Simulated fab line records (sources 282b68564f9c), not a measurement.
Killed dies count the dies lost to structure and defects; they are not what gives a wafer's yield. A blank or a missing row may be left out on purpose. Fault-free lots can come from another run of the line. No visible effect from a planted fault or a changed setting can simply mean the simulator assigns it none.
A struck lot beside a sound one / flow rit_cmos / 43 out of 202 route steps
Sound: wafers L143.1, L143.2, L143.5. Struck: wafer L152.4 (L152.2, L152.5, from the same lot, were not struck and are left out); the cause is given at the end.
For every step that has rows: the tool of each side, followed by ch and its chambers, followed by its first start. Under that, the readings that differ: sound wafers / struck wafers / difference of the means / sigmas: that difference in standard deviations of wafers without a fault.
alike: same words and numbers on both sides, and readings whose means sit less than 2 such deviations apart. not compared: any withheld reading, any reading some wafer has no value for, any bound like >300 that may hide the same value, and any number with overlapping values for which the record gives no deviation.
The two part at a step that has a row with sigmas, a row that says differs or no value, or rows on one side only. Non-overlapping numbers with no deviation appear without sigmas and do not part them. A reading missing from all wafers of one side parts the sides only when that side holds two or more wafers.

first, 2 steps without rows for these wafers: RIT_PSD_IMPLANT_08; RIT_PSD_STRIP_09 (strips in O2, time 180 s).
RIT_PSD_TW_MEAS_10:
  sound on film_metro-02 at day 4 09:05; struck on film_metro-04 at day 6 04:35
  alike: PSD_TW
then, 4 steps without rows for these wafers: RIT_SDANNEAL_CLEAN_00 (cleans in SC1, time 608.5 s); RIT_SDANNEAL_CLEAN_01 (cleans in dHF, time 30 s); RIT_SDANNEAL_CLEAN_02 (cleans in SC2, time 600 s); RIT_SDANNEAL_RTA_03 (time 5 s).
RIT_SDANNEAL_RS_MEAS_04: a four-point-probe measurement.
  sound on film_metro-04 at day 4 09:40; struck on film_metro-04 at day 6 05:07
reading=PSD_RS (ohm/sq); sound=116.3 116.3 116.4; struck=115.4; difference=-0.9; sigmas=-3
RIT_SDANNEAL_RS_MEAS_05: a four-point-probe measurement.
  sound on film_metro-04 at day 4 09:47; struck on film_metro-04 at day 6 05:14
  alike: NSD_RS
RIT_SDANNEAL_RS_MEAS_06: a four-point-probe measurement.
  sound on film_metro-04 at day 4 09:55; struck on film_metro-04 at day 6 05:22
reading=PLDD_RS (ohm/sq); sound=178.7 178.7 178.6; struck=177.4; difference=-1.3; sigmas=-2
RIT_SDANNEAL_RS_MEAS_07: a four-point-probe measurement.
  sound on film_metro-04 at day 4 10:02; struck on film_metro-04 at day 6 05:29
  alike: NLDD_RS
then, 1 step without rows for these wafers: RIT_SILICIDE_WET_ETCH_00 (etches SiO2 in BOE, target depth 14 nm, time 15 s).
RIT_SILICIDE_SPUTTER_01: material Ti, target thk 30 nm, time 240 s.
  sound on pvd_sputter-03 at day 4 10:10; struck on pvd_sputter-01 at day 6 05:35
  alike: chamber_pressure_pa, throttle_valve_pct
RIT_SILICIDE_RS_MEAS_02: a four-point-probe measurement.
  sound on film_metro-01 at day 4 10:19; struck on film_metro-01 at day 6 05:46
  alike: SILICIDE_TI_RS
RIT_SILICIDE_THK_MEAS_03: measures by xrf.
  sound on film_metro-01 at day 4 10:26; struck on film_metro-01 at day 6 05:52
  alike: SILICIDE_TI_THK
RIT_SILICIDE_RTA_04: time 10 s, ramp up 5 s, ramp down 5 s.
  sound on rtp_anneal-02 ch 0, day 4 10:30; struck on rtp_anneal-01 ch 0, day 6 05:56
  alike: anneal_temp_c_max, wafer_temp_C_max
then, 2 steps without rows for these wafers: RIT_SILICIDE_WET_ETCH_05 (etches Ti in SPM, time 120 s); RIT_SILICIDE_RTA_06 (time 10 s, ramp up 5 s, ramp down 10 s).
RIT_CONTACT_CVD_00: deposits SiO2 from TEOS, target thk 400 nm, time 61 s.
  sound on pecvd-02 ch 1,2, day 4 10:44; struck on pecvd-02 ch 0, day 6 06:06
reading=heater_power_w (W); sound=363 380 371; struck=190; difference=-181; sigmas=-3
  not compared: since_wet_clean_h
RIT_CONTACT_THK_MEAS_01:
  sound on film_metro-04 at day 4 10:47; struck on film_metro-02 at day 6 06:10
  alike: CONTACT_TEOS_THK
then, 2 steps without rows for these wafers: RIT_CONTACT_HMDS_02 (prime time 60 s); RIT_CONTACT_COAT_03 (resist thk 1000 nm).
RIT_CONTACT_SOFTBAKE_04: time 62.18 s.
  sound on litho_track-04 ch 0, day 4 11:09; struck on litho_track-03 ch 0, day 6 06:32
  alike: plate_sensor_t_centre_C, plate_sensor_t_edge_C
then, 3 steps without rows for these wafers: RIT_CONTACT_EXPOSE_05 (exposes mask M11, target cd 1000 nm); RIT_CONTACT_PEB_06; RIT_CONTACT_DEVELOP_07 (develop time 120 s).
RIT_CONTACT_CD_MEAS_08: target cd 1000 nm.
  sound on cd_sem-02 at day 4 11:49; struck on cd_sem-02 at day 6 07:12
reading=cd_nm (nm); sound=1001.4 1002.5 1002.3; struck=994.1; difference=-8.0; sigmas=-4
RIT_CONTACT_OVL_MEAS_09:
  sound on overlay-02 at day 4 11:56; struck on overlay-02 at day 6 07:18
  alike: CONTACT_OVL
then, 1 step without rows for these wafers: RIT_CONTACT_HARDBAKE_10 (time 60 s).
RIT_CONTACT_ETCH_11: etches SiO2 in CHF3/CF4/Ar, stops on TiSi2, target depth 480 nm, time 320 s.
  sound on rie_diel-03 ch 0,3, day 4 12:07; struck on rie_diel-04 ch 2, day 6 07:29
reading=drypump_motor_current_A (A); sound=4.8 5.9 4.8; struck=6.3; difference=+1.1; sigmas=+2
  alike: cf4_flow_sccm, oes_product_au, throttle_valve_pct
  not compared: rf_hours_counter_h
RIT_CONTACT_STRIP_12: strips in O2, time 180 s.
  sound on plasma_asher-02 ch 0,1, day 4 12:19; struck on plasma_asher-01 ch 1, day 6 07:41
  alike: drypump_motor_current_A
  not compared: rf_hours_counter_h
RIT_CONTACT_CD_MEAS_90: target cd 1000 nm.
  sound on cd_sem-01 at day 4 12:29; struck on cd_sem-01 at day 6 07:52
reading=cd_nm (nm); sound=1001.1 1003.1 1002.5; struck=993.9; difference=-8.3; sigmas=-4
then, 3 steps without rows for these wafers: RIT_CONTACT_CLEAN_13 (cleans in SC1, time 600 s); RIT_CONTACT_CLEAN_14 (cleans in SC2, time 600 s); RIT_M1_SPUTTER_00 (material Al, target thk 400 nm, time 500 s).
RIT_M1_RS_MEAS_01: a four-point-probe measurement.
  sound on film_metro-02 at day 4 13:19; struck on film_metro-04 at day 6 08:38
  alike: M1_AL_RS
RIT_M1_THK_MEAS_02: measures by xrf.
  sound on film_metro-02 at day 4 13:26; struck on film_metro-04 at day 6 08:45
  alike: M1_AL_THK
then, 5 steps without rows for these wafers: RIT_M1_HMDS_03 (prime time 60 s); RIT_M1_COAT_04 (resist thk 1300 nm); RIT_M1_SOFTBAKE_05 (time 60 s); RIT_M1_EXPOSE_06 (exposes mask M12, target cd 2600 nm); RIT_M1_PEB_07.
RIT_M1_PROBE_99:
  the record has rows for the struck wafers here (prober-01, day 6 12:38) and none for the sound ones

== WHERE THEY PART ==
First at RIT_SDANNEAL_RS_MEAS_04; last, within this record, at RIT_M1_PROBE_99.

WHY: what the simulator had put in
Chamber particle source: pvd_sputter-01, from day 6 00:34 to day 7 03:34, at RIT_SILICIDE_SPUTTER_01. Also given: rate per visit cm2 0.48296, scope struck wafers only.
